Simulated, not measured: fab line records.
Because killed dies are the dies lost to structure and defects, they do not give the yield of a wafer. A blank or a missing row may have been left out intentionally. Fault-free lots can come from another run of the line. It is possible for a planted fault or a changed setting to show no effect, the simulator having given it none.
Problem report, 8D (eight disciplines) form, completed by code || flow rit_cmos || the parts of the form that need people (team, actions taken, sign-off) are left out

== 1. THE PROBLEM ==
Mean REOX_OXIDE_THK at RIT_REOX_THK_MEAS_04: 15.1 nm over 9 wafers in 3 lots; fault-free wafers: 25.3 nm, standard deviation 0.46. That is -22 standard deviations from the usual mean.
First observed at day 3 18:10: wafer L721.1, on film_metro-01. The record has a number at this step for 42 wafers belonging to 14 lots. Rule for "out" (also "out of limits"): further than 4 standard deviations from the usual mean. The rest of the wafers with a number are treated as sound.

== 2. WHAT IT IS; WHAT IT IS NOT ==
{"question": "which readings at this step", "is": "REOX_OXIDE_THK", "is not": "-"}
{"question": "which lots", "is": "L721, L722, L723", "is not": "L716, L717, L718, L719, L720, L732, L733, L735, L737, L738, L739"}
{"question": "which wafers of those lots", "is": "all that have a number", "is not": "-"}
{"question": "read on which gauges", "is": "film_metro-01, film_metro-03", "is not": "film_metro-02"}
{"question": "when", "is": "from day 3 18:10", "is not": "up to then (15 sound wafers); but 18 sound wafers of L732, L733, L735, L737, L738, L739 came after"}

== 3. THE SUSPECTS, EACH WITH WHAT RULES IT OUT ==
Counting: a tool stays on the suspect list if, at a process step up to the reading, it processed all lots that are out and no sound lot following the first of them.
- the gauge at RIT_REOX_THK_MEAS_04: ruled out. Those wafers that are out were read across 2 gauges (film_metro-01, film_metro-03).
- furnace-01 at RIT_REOX_OXIDATION_03 (target thk 25.2 nm, ox time 5580 s): kept. It processed each lot that is out, first L721 at day 3 15:37, and no sound lot thereafter; up to then, the last sound lot it processed was L720 at day 3 10:28.
After counting, what remains is furnace-01 at RIT_REOX_OXIDATION_03.

== 4. THE CAUSE (what the simulator had put in) ==
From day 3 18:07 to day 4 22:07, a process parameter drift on furnace-01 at RIT_REOX_OXIDATION_03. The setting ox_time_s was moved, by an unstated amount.
Counting left only this tool.

== 5. THE EFFECT CHAIN, in route order ==
Rows list readings where the struck wafers' mean (over those with a number) sits beyond 3 standard deviations from the usual. Only readings whose record carries a usual standard deviation are examined. hours: median over the lots of the time between each lot's start at the first step of this table that gives one and its start at this step. sigmas: the change, counted in usual standard deviations.
{"hours": 0, "step": "RIT_REOX_THK_MEAS_04", "reading": "REOX_OXIDE_THK", "usual": "25.3 nm", "on struck wafers": 15.1, "change": -10.2, "sigmas": -22}

== 6. WHAT WOULD HAVE CAUGHT IT SOONER ==
Counted from the fault's start at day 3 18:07, it took 0 hours until the first out-of-limits reading at a measuring or inspecting step in this record, taken at day 3 18:10.
Tool readings at RIT_REOX_OXIDATION_03 with a usual standard deviation given in the record: none out on any struck wafer, hence no alarm at a limit of 4 standard deviations on them.
Among the 3 lots that are out, L722, L723 began RIT_REOX_OXIDATION_03 on furnace-01 after day 3 18:10. A hold on the tool at that time would have spared those 2.
